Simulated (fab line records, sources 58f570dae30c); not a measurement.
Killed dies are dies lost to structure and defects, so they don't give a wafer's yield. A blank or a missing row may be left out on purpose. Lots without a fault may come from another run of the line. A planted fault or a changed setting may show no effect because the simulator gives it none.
A struck lot beside a sound one | flow berkeley_cmos170 | 19 steps out of a route of 331
Sound: wafers L914.1, L914.3, L914.4. Struck: wafers L923.1, L923.4, L923.6. The cause comes at the end.
At each step with rows: each side's tool, then ch and its chambers, then its first start. Under that, the readings that differ: sound wafers | struck wafers | difference of the means | sigmas: that difference in standard deviations of wafers without a fault.
alike: readings whose means differ by less than 2 such deviations, and words and numbers that are the same on both sides. not compared: withheld readings, readings that some wafer has no value for, bounds like >300 that may hide the same value, and numbers for which the record gives no deviation and whose values overlap.
The two part at a step that has a row with sigmas, a row that says differs or no value, or rows on one side only. Numbers that don't overlap but have no deviation are shown without sigmas and don't part them. A reading that every wafer of one side lacks parts them only if that side has two wafers or more.

first, 1 step without rows for these wafers: UCB170_M3_PRE_CLEAN_00 (preclean etch time 60 s).
UCB170_M3_SPUTTER_01: material Al, target thk 900 nm, time 120 s.
  sound on pvd_sputter-02, day 9 04:46; struck on pvd_sputter-01, day 11 06:25
  alike: chamber_pressure_pa, throttle_valve_pct
UCB170_M3_RS_MEAS_02: measures by four-point-probe.
  sound on film_metro-02, day 9 04:50; struck on film_metro-03, day 11 06:29
  alike: M3_AL_RS
UCB170_M3_THK_MEAS_03: measures by xrf.
  sound on film_metro-02, day 9 04:58; struck on film_metro-03, day 11 06:37
  alike: M3_AL_THK
then, 3 steps without rows for these wafers: UCB170_M3_HMDS_04 (prime time 60 s); UCB170_M3_COAT_05 (resist thk 900 nm); UCB170_M3_SOFTBAKE_06 (time 60 s).
UCB170_M3_STRIP_07: strips in O2.
  sound on plasma_asher-03 ch 0,1, day 9 05:50; struck on plasma_asher-01 ch 0,1, day 11 07:07
  alike: drypump_motor_current_A, o2_flow_sccm, oes_product_au, strip_time_to_endpoint_s
  not compared: rf_hours_counter_h
then, 4 steps without rows for these wafers: UCB170_M3_STRIP_08 (strips KrF in DMSO, time 600 s); UCB170_M3_COAT_09; UCB170_M3_COAT_10 (resist thk 900 nm); UCB170_M3_SOFTBAKE_11 (time 60 s).
UCB170_M3_EXPOSE_12: exposes mask METAL3, target cd 700 nm.
  sound on krf_scanner-01 ch 0, day 9 06:41; struck on krf_scanner-01 ch 0, day 11 08:23
  reading                    | sound                | struck   | difference | sigmas
  model.M3.overlay_x_nm (nm) | 0.8453 0.8453 0.8453 | 71 71 71 | +70        |
  alike: mask
then, 2 steps without rows for these wafers: UCB170_M3_PEB_13; UCB170_M3_DEVELOP_14 (develop time 45 s).
UCB170_M3_CD_MEAS_15: target cd 700 nm.
  sound on cd_sem-02, day 9 07:25; struck on cd_sem-02, day 11 08:56
  alike: cd_nm
UCB170_M3_OVL_MEAS_16:
  sound on overlay-02, day 9 07:32; struck on overlay-02, day 11 09:04
  reading     | sound | struck   | difference | sigmas
  M3_OVL (nm) | 8 7 9 | 74 64 71 | +62        | +10
UCB170_M3_ETCH_17: etches BARC in N2/H2.
  sound on rie_diel-02 ch 0,1,3, day 9 07:34; struck on rie_diel-03 ch 1,3, day 11 09:05
  alike: drypump_motor_current_A, oes_product_au, throttle_valve_pct
UCB170_M3_PROBE_99:
  sound on prober-02, day 9 08:08; struck on prober-01, day 11 09:40
  reading                             | sound             | struck            | difference | sigmas
  model.etest.pldd.line_ohm_um        | 1813 1843 1852    | 1466 1492 1447    | -368       |
  model.etest.nldd.line_ohm_um        | 1278 1286 1298    | 1027 1029 996.3   | -270       |
  model.etest.nldd.width_nm (nm)      | 602.4 605.9 594   | 758.5 759.8 768.9 | +161.6     |
  model.etest.pldd.width_nm (nm)      | 602.2 603 595.9   | 752.3 761.6 767.8 | +160.2     |
  model.etest.pplus_sal.width_nm (nm) | 686 703.8 682.8   | 837.1 820 827.9   | +137.5     |
  model.etest.nplus_sal.width_nm (nm) | 687 702.9 680     | 833.9 817 831.4   | +137.5     |
  model.etest.nmos_narrow.drive_ua_um | 363.5 365.4 361.7 | 434.4 433.4 433.3 | +70.2      |
  model.etest.pmos_narrow.drive_ua_um | 145 144.9 146     | 174.1 174.9 175.6 | +29.6      |

WHERE THEY PART
Only at UCB170_M3_OVL_MEAS_16, within this record. Later steps at which nothing parts them and some readings are alike: UCB170_M3_ETCH_17.

WHY: what the simulator had put in
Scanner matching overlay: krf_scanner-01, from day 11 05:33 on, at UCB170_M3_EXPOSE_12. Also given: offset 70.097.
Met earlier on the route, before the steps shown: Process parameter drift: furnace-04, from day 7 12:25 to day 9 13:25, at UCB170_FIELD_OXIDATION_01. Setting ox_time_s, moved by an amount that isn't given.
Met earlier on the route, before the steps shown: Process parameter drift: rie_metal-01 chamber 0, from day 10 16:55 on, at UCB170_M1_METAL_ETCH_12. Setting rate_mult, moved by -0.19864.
